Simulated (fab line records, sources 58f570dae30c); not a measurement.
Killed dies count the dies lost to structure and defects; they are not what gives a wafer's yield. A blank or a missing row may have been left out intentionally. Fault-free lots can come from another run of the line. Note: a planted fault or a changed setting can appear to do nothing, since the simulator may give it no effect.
A single fault, viewed from 2 desks ; flow berkeley-cmos170 ; only its own numbers are on each desk; what lay behind them is given at the end

THE METROLOGY DESK
Means of the sampled wafers that have a number, per lot and without regard to the tool the lot ran on: this is what the gauges read. Any lot whose mean is over 4 standard deviations away from the usual mean is out of limits and marked OUT; that distance is given in the brackets.
Columns: A = FIELD_OXIDE_LEFT_1_THK at UCB170_FIELD_THK_MEAS_90, usual 441 nm; B = SCREENOX_OXIDE_THK at UCB170_SCREENOX_THK_MEAS_02, usual 14.28 nm; C = PLDD_OVL at UCB170_PLDD_OVL_MEAS_07, usual 2 nm
lot;first seen here;A;B;C
L955;day 5 15:21;440;14.22;-3
L954;day 5 15:22;458;14.04;5
L957;day 6 06:31;446;13.78;3
L956;day 6 06:32;444;13.64;2
L959;day 6 16:12;438;14.48;324 (+58) OUT
L958;day 6 16:13;428;14.43;4
L960;day 6 16:14;436;14.45;2
L961;day 7 01:01;427;14.55;2
L964;day 8 06:05;425;14.43;327 (+58) OUT
L965;day 8 06:06;435;14.15;4
L973;day 10 01:38;448;14.34;0
L974;day 10 07:16;435;14.27;-3
L977;day 10 19:08;439;14.38;0
Per this desk, out of limits: L959, L964; the first was L959, day 8 14:31 (PLDD_OVL at UCB170_PLDD_OVL_MEAS_07). L955, L954, L957, L956, L958, L960, L961, L965, L973, L974, L977: within limits.

DESK OF THE TOOL OWNER: krf-scanner-02
The tool's own readings at UCB170_PLDD_EXPOSE_03 (exposes mask PSELECT, target cd 1200 nm): means of the sampled wafers that have a number, for each lot that ran on this tool. Any lot whose mean is over 4 standard deviations away from the usual mean is out of limits and marked OUT; that distance is given in the brackets.
Columns: A = stage-vel-mm-s at UCB170_PLDD_EXPOSE_03, usual 500.03 mm/s
lot;first seen here;A
L957;day 7 17:59;499.73
L958;day 8 13:10;499.89
L959;day 8 14:00;500.00
L964;day 10 07:13;500.12
This desk's finding: nothing out of limits on any of the 4 lots.

BROUGHT TOGETHER
On L959, L964, the metrology desk was in a position to raise an alarm at day 8 14:31.
The tool owner's desk saw nothing out of limits.
Tool owner's desk: L959, L964 on record, inside its limits.
Of the lots named, all ran UCB170_PLDD_EXPOSE_03 on krf-scanner-02.

WHAT HAD BEEN PUT IN BY THE SIMULATOR
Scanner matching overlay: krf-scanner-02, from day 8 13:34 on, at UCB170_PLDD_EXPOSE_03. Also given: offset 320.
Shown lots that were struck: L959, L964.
Per desk, hours elapsed from the start of the fault to the first reading out of limits: for the metrology desk, 1.
